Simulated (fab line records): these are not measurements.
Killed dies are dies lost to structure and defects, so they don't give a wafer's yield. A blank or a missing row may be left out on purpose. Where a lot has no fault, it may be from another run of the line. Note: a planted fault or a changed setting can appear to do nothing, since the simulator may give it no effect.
One fault seen from 2 desks -- flow rit cmos -- numbers are kept per desk, each desk with only its own; the story behind them comes last

== AT THE METROLOGY DESK ==
What the gauges read for every lot (on any tool): the sampled wafers with a number, averaged. The brackets show how far a lot's mean lies from the usual mean; more than 4 standard deviations puts the lot out of limits, marked OUT.
Columns: A = NWELL_OVL at RIT_NWELL_OVL_MEAS_06, usual -0.8 nm; B = PLDD_OVL at RIT_PLDD_OVL_MEAS_06, usual -1.3 nm; C = PLDD_TW at RIT_PLDD_TW_MEAS_10, usual 2370
lot,first seen here,A,B,C
L558,day 1 22:26,-1.6,-3.2,2380
L559,day 2 03:41,-0.8,-0.7,2347
L560,day 2 06:20,-2.1,-1.5,2372
L561,day 2 11:23,-1.1,-2.9,2371
L563,day 2 23:28,-2.0,-0.5,2354
L566,day 3 12:53,0.4,-2.5,2371
L567,day 3 18:47,0.6,-0.4,2367
L568,day 3 23:19,-1.5,-2.7,2372
L569,day 4 03:08,1.3,-151.1 (-99 or more) OUT,2381
L572,day 4 18:58,-0.8,-150.5 (-99 or more) OUT,2361
L575,day 5 10:04,-3.2,-0.6,2347
L577,day 5 22:26,0.7,-0.7,2369
L578,day 6 05:47,-1.8,-1.2,2381
L581,day 6 17:31,-0.5,-0.3,2386
Per this desk, out of limits: L569, L572; the first was L569, day 5 01:14 (PLDD_OVL at RIT_PLDD_OVL_MEAS_06). L558, L559, L560, L561, L563, L566, L567, L568, L575, L577, L578, L581: within limits.

== FOR THE TOOL OWNER'S DESK: iline stepper-01 ==
The tool's own readings at RIT_PLDD_EXPOSE_03 (exposes mask M8, target cd 40900 nm): means of the sampled wafers that have a number, for each lot that ran on this tool. The brackets show how far a lot's mean lies from the usual mean; more than 4 standard deviations puts the lot out of limits, marked OUT.
Columns: A = stage vel mm s at RIT_PLDD_EXPOSE_03, usual 500.01 mm/s
lot,first seen here,A
L559,day 3 01:15,500.29
L563,day 3 21:23,500.13
L569,day 5 00:52,500.03
L572,day 5 17:29,499.68
This desk's verdict: no lot among the 4 shows anything out of limits.

== PUT TOGETHER ==
At day 5 01:14 the metrology desk could have sounded an alarm, on L569, L572.
Nothing out of limits was seen by the tool owner's desk.
On record at the tool owner's desk: L569, L572, within its limits.
On iline stepper-01, each named lot ran RIT_PLDD_EXPOSE_03.

== WHAT HAD BEEN PUT IN BY THE SIMULATOR ==
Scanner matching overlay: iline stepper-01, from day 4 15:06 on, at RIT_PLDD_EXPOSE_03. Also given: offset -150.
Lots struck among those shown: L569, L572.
Hours from the fault's start to each desk's first reading out of limits: the metrology desk, 10.
